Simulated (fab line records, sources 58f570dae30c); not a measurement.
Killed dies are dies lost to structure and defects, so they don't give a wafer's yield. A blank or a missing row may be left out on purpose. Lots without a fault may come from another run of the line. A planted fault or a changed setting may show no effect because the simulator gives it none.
Which tool did it? | flow berkeley_cmos170 | 24 lots, 72 wafers sampled, at 6 steps of a route of 331

WHAT THE GAUGES READ, wafer by wafer
UCB170_PWELL_THK_MEAS_03. Usual: PWELL_OXIDE_THK 26.0 nm, standard deviation 0.42.
lot  | measured    | on            | PWELL_OXIDE_THK (nm) | flag
L074 | day 2 23:57 | film_metro-02 | 26.3 26.9 26.9       |
L075 | day 3 08:40 | film_metro-02 | 25.9 26.0 25.8       |
L076 | day 3 08:40 | film_metro-04 | 25.8 25.7 25.6       |
L077 | day 3 15:10 | film_metro-02 | 26.1 25.8 25.4       |
L078 | day 4 02:27 | film_metro-04 | 26.4 26.3 26.0       |
L079 | day 4 02:29 | film_metro-03 | 26.1 25.9 26.0       |
L080 | day 4 08:45 | film_metro-04 | 26.0 26.3 25.9       |
L081 | day 4 14:26 | film_metro-04 | 25.7 25.9 26.4       |
L082 | day 4 21:08 | film_metro-03 | 26.9 26.6 26.6       |
L083 | day 4 21:09 | film_metro-04 | 26.1 26.2 26.5       |
L084 | day 5 06:16 | film_metro-03 | 26.5 26.4 26.4       |
L085 | day 5 06:16 | film_metro-04 | 25.9 26.2 25.9       |
L088 | day 5 23:58 | film_metro-03 | 26.2 26.2 26.1       |
L087 | day 5 23:58 | film_metro-02 | 25.9 25.8 26.1       |
L086 | day 5 23:59 | film_metro-04 | 26.1 26.6 26.7       |
L089 | day 6 10:51 | film_metro-02 | 26.3 26.3 26.3       |
L090 | day 6 10:52 | film_metro-03 | 25.8 25.7 25.7       |
L091 | day 6 21:51 | film_metro-03 | 26.1 26.1 25.9       |
L092 | day 7 02:13 | film_metro-03 | 25.4 25.7 25.4       |
L094 | day 7 09:33 | film_metro-03 | 26.0 26.4 25.7       |
L096 | day 7 09:33 | film_metro-04 | 25.8 25.9 25.3       |
L093 | day 7 09:34 | film_metro-02 | 25.8 25.7 25.1       |
L095 | day 7 09:38 | film_metro-03 | 25.2 25.5 25.2       |
L097 | day 7 14:52 | film_metro-03 | 25.5 25.5 25.6       |

UCB170_NVT_TW_MEAS_09. Usual: NVT_TW 524, standard deviation 4.2.
lot  | measured     | on            | NVT_TW      | flag
L074 | day 6 20:30  | film_metro-04 | 528 534 528 |
L075 | day 6 20:43  | film_metro-02 | 518 521 519 |
L076 | day 6 20:00  | film_metro-02 | 517 517 519 |
L077 | day 6 20:49  | film_metro-01 | 527 529 528 |
L078 | day 8 03:43  | film_metro-04 | 528 529 530 |
L079 | day 8 03:28  | film_metro-04 | 526 529 527 |
L080 | day 8 04:00  | film_metro-01 | 526 528 523 |
L081 | day 8 03:26  | film_metro-02 | 516 517 516 |
L082 | day 8 14:14  | film_metro-02 | 517 517 517 |
L083 | day 8 14:31  | film_metro-04 | 527 526 529 |
L084 | day 8 23:57  | film_metro-02 | 520 516 518 |
L085 | day 8 23:43  | film_metro-01 | 525 527 525 |
L088 | day 9 17:07  | film_metro-02 | 519 519 519 |
L087 | day 9 17:25  | film_metro-01 | 527 524 525 |
L086 | day 9 17:13  | film_metro-01 | 526 527 528 |
L089 | day 9 21:59  | film_metro-01 | 523 527 524 |
L090 | day 9 22:17  | film_metro-04 | 532 531 530 |
L091 | day 10 12:08 | film_metro-01 | 526 528 527 |
L092 | day 10 12:25 | film_metro-02 | 519 523 521 |
L094 | day 11 05:08 | film_metro-04 | 526 526 527 |
L096 | day 11 05:52 | film_metro-01 | 524 522 523 |
L093 | day 11 05:55 | film_metro-02 | 523 520 521 |
L095 | day 11 05:11 | film_metro-01 | 523 523 523 |
L097 | day 11 05:35 | film_metro-02 | 520 521 522 |

UCB170_M2_CD_MEAS_90: target cd 700 nm. Usual: cd_nm 700 nm, standard deviation 3.3.
lot  | measured     | on        | cd_nm (nm)  | flag
L074 | day 8 20:32  | cd_sem-02 | 702 703 703 |
L075 | day 8 17:17  | cd_sem-02 | 701 700 698 |
L076 | day 8 18:54  | cd_sem-02 | 707 705 705 |
L077 | day 8 20:55  | cd_sem-01 | 699 701 700 |
L078 | day 11 03:09 | cd_sem-01 | 700 702 698 |
L079 | day 11 04:45 | cd_sem-02 | 700 701 703 |
L080 | day 11 02:47 | cd_sem-01 | 696 699 701 |
L081 | day 11 03:04 | cd_sem-02 | 702 703 700 |
L082 | day 11 03:53 | cd_sem-02 | 698 698 694 |
L083 | day 11 05:12 | cd_sem-02 | 703 699 700 |
L084 | day 11 10:29 | cd_sem-01 | 701 702 700 |
L085 | day 11 05:04 | cd_sem-01 | 698 698 700 |
L088 | day 12 05:08 | cd_sem-02 | 702 702 702 |
L087 | day 12 02:36 | cd_sem-02 | 701 702 704 |
L086 | day 12 05:01 | cd_sem-01 | 703 698 703 |
L089 | day 12 14:49 | cd_sem-02 | 701 697 697 |
L090 | day 12 18:04 | cd_sem-01 | 696 693 695 |
L091 | day 12 21:05 | cd_sem-02 | 697 697 693 |
L092 | day 12 22:52 | cd_sem-02 | 697 702 702 |
L094 | day 13 11:38 | cd_sem-02 | 698 697 698 |
L096 | day 13 13:21 | cd_sem-02 | 692 693 693 |
L093 | day 13 06:46 | cd_sem-02 | 703 703 702 |
L095 | day 13 09:52 | cd_sem-02 | 700 700 702 |
L097 | day 13 12:52 | cd_sem-01 | 701 701 697 |

UCB170_V2_THK_MEAS_01. Usual: V2_TEOS_THK 2003 nm, standard deviation 30.
lot  | measured     | on            | V2_TEOS_THK (nm) | flag
L074 | day 8 20:49  | film_metro-03 | 2027 2022 2037   |
L075 | day 8 17:34  | film_metro-03 | 1979 1974 1998   |
L076 | day 8 19:10  | film_metro-03 | 1998 1990 2011   |
L077 | day 8 21:11  | film_metro-03 | 1998 1990 1966   |
L078 | day 11 03:26 | film_metro-03 | 1962 1991 2019   |
L079 | day 11 05:00 | film_metro-01 | 2020 2009 1994   |
L080 | day 11 03:04 | film_metro-04 | 1995 2005 2026   |
L081 | day 11 03:21 | film_metro-01 | 1976 1943 2004   |
L082 | day 11 04:10 | film_metro-03 | 1941 2006 2038   |
L083 | day 11 05:28 | film_metro-01 | 2001 2051 2009   |
L084 | day 11 10:46 | film_metro-03 | 2011 1997 1966   |
L085 | day 11 05:20 | film_metro-04 | 1942 1987 1985   |
L088 | day 12 05:25 | film_metro-03 | 1984 1984 1999   |
L087 | day 12 02:52 | film_metro-01 | 2022 1992 2023   |
L086 | day 12 05:16 | film_metro-01 | 1980 2013 2032   |
L089 | day 12 15:10 | film_metro-04 | 1954 2018 1974   |
L090 | day 12 18:20 | film_metro-04 | 2021 2043 1999   |
L091 | day 12 21:26 | film_metro-01 | 2004 1936 1955   |
L092 | day 12 23:08 | film_metro-04 | 1986 2034 2044   |
L094 | day 13 11:55 | film_metro-04 | 1983 2001 2040   |
L096 | day 13 13:37 | film_metro-04 | 2018 1992 2038   |
L093 | day 13 07:01 | film_metro-01 | 2045 2071 2075   |
L095 | day 13 10:07 | film_metro-04 | 2003 2026 2037   |
L097 | day 13 13:08 | film_metro-03 | 2018 2029 1992   |

UCB170_V2_CD_MEAS_12: target cd 700 nm. Usual: cd_nm 700.1 nm, standard deviation 1.4.
lot  | measured     | on        | cd_nm (nm)        | flag
L074 | day 8 22:23  | cd_sem-02 | 699.5 698.5 699.2 |
L075 | day 8 19:21  | cd_sem-01 | 698.3 698.5 699.5 |
L076 | day 8 20:44  | cd_sem-02 | 699.4 700.1 698.8 |
L077 | day 8 22:56  | cd_sem-02 | 698.4 699.6 699.9 |
L078 | day 11 09:17 | cd_sem-01 | 698.0 697.4 697.9 |
L079 | day 11 10:04 | cd_sem-02 | 699.6 701.0 700.6 |
L080 | day 11 08:49 | cd_sem-02 | 702.6 702.4 702.0 |
L081 | day 11 08:39 | cd_sem-01 | 699.6 700.7 700.0 |
L082 | day 11 08:07 | cd_sem-01 | 699.4 698.6 699.7 |
L083 | day 11 10:40 | cd_sem-01 | 700.6 701.7 701.5 |
L084 | day 11 15:10 | cd_sem-01 | 700.0 699.9 700.7 |
L085 | day 11 10:16 | cd_sem-01 | 696.4 697.1 697.3 |
L088 | day 12 09:12 | cd_sem-02 | 700.3 700.0 699.1 |
L087 | day 12 05:07 | cd_sem-01 | 699.0 699.8 699.2 |
L086 | day 12 08:58 | cd_sem-01 | 698.1 698.6 698.4 |
L089 | day 12 17:05 | cd_sem-01 | 699.7 701.5 700.2 |
L090 | day 12 20:09 | cd_sem-01 | 700.5 700.8 702.1 |
L091 | day 12 23:19 | cd_sem-02 | 702.2 701.2 701.3 |
L092 | day 13 01:10 | cd_sem-01 | 699.5 699.3 700.2 |
L094 | day 13 13:38 | cd_sem-02 | 700.0 701.1 701.3 |
L096 | day 13 15:20 | cd_sem-02 | 701.5 700.5 701.4 |
L093 | day 13 09:03 | cd_sem-01 | 700.7 702.9 701.1 |
L095 | day 13 11:58 | cd_sem-01 | 700.7 701.3 702.0 |
L097 | day 13 14:44 | cd_sem-01 | 701.3 700.6 700.9 |

WHICH TOOL RAN EACH LOT (tool, then ch and the chambers of the sampled wafers, then the start)
lot  | UCB170_M2_STRIP_19
L074 | plasma_asher-04 ch 0,1, day 8 20:25
L075 | plasma_asher-01 ch 0,1, day 8 17:11
L076 | plasma_asher-04 ch 0,1, day 8 18:48
L077 | plasma_asher-04 ch 0,1, day 8 20:49
L078 | plasma_asher-01 ch 0,1, day 11 03:03
L079 | plasma_asher-01 ch 0,1, day 11 04:32
L080 | plasma_asher-01 ch 0,1, day 11 02:41
L081 | plasma_asher-04 ch 0,1, day 11 02:58
L082 | plasma_asher-02 ch 0,1, day 11 03:47
L083 | plasma_asher-01 ch 0, day 11 05:05
L084 | plasma_asher-01 ch 0,1, day 11 10:23
L085 | plasma_asher-02 ch 0, day 11 04:58
L088 | plasma_asher-04 ch 0,1, day 12 04:59
L087 | plasma_asher-01 ch 0,1, day 12 02:29
L086 | plasma_asher-01 ch 0,1, day 12 04:52
L089 | plasma_asher-04 ch 0,1, day 12 14:40
L090 | plasma_asher-04 ch 0,1, day 12 17:56
L091 | plasma_asher-04 ch 0,1, day 12 20:59
L092 | plasma_asher-02 ch 0, day 12 22:44
L094 | plasma_asher-04 ch 0, day 13 11:32
L096 | plasma_asher-01 ch 0,1, day 13 13:15
L093 | plasma_asher-04 ch 0,1, day 13 06:40
L095 | plasma_asher-04 ch 0,1, day 13 09:46
L097 | plasma_asher-04 ch 0,1, day 13 12:46
- UCB170_M2_STRIP_19: strips in O2.

WHAT THE TOOLS THEMSELVES READ (means of the sampled wafers that have a number; where no wafer has one, the mark that the record gives instead)
UCB170_M2_STRIP_19. Usual: drypump_motor_current_A 5.6 A, standard deviation 0.45; oes_product_au 0.545 a.u., standard deviation 0.013.
lot  | tool            | drypump_motor_current_A (A) | oes_product_au (a.u.) | flag
L074 | plasma_asher-04 | 5.3                         | 0.549                 |
L075 | plasma_asher-01 | 6.0                         | 0.550                 |
L076 | plasma_asher-04 | 5.5                         | 0.552                 |
L077 | plasma_asher-04 | 5.5                         | 0.547                 |
L078 | plasma_asher-01 | 6.0                         | 0.544                 |
L079 | plasma_asher-01 | 6.0                         | 0.548                 |
L080 | plasma_asher-01 | 5.7                         | 0.538                 |
L081 | plasma_asher-04 | 5.5                         | 0.546                 |
L082 | plasma_asher-02 | 5.7                         | 0.543                 |
L083 | plasma_asher-01 | 5.3                         | 0.556                 |
L084 | plasma_asher-01 | 5.7                         | 0.539                 |
L085 | plasma_asher-02 | 5.4                         | 0.533                 |
L088 | plasma_asher-04 | 5.3                         | 0.533                 |
L087 | plasma_asher-01 | 6.0                         | 0.534                 |
L086 | plasma_asher-01 | 6.0                         | 0.548                 |
L089 | plasma_asher-04 | 5.3                         | 0.541                 |
L090 | plasma_asher-04 | 5.3                         | 0.539                 |
L091 | plasma_asher-04 | 5.3                         | 0.549                 |
L092 | plasma_asher-02 | 5.4                         | 0.543                 |
L094 | plasma_asher-04 | 5.7                         | 0.559                 |
L096 | plasma_asher-01 | 5.7                         | 0.542                 |
L093 | plasma_asher-04 | 5.3                         | 0.541                 |
L095 | plasma_asher-04 | 5.5                         | 0.551                 |
L097 | plasma_asher-04 | 5.3                         | 0.551                 |

THE ANSWER, worked out from the rows above alone
Rule: a lot is off if the mean of its wafers that have a number lies more than 3 standard deviations from the usual mean. A lot without any number at a reading at which 4 lots or more have one is off too. The other lots that the step has rows for count as sound. The gauges are gone through in route order, then the tools' own readings, and for those a lot's mean is taken as printed above. The first step at which some lot is off is used, and at that step the reading that is off furthest; a lot without a number counts as furthest.
No lot is off at any reading shown: from this, nothing can be told.

WHAT THE SIMULATOR HAD PUT IN
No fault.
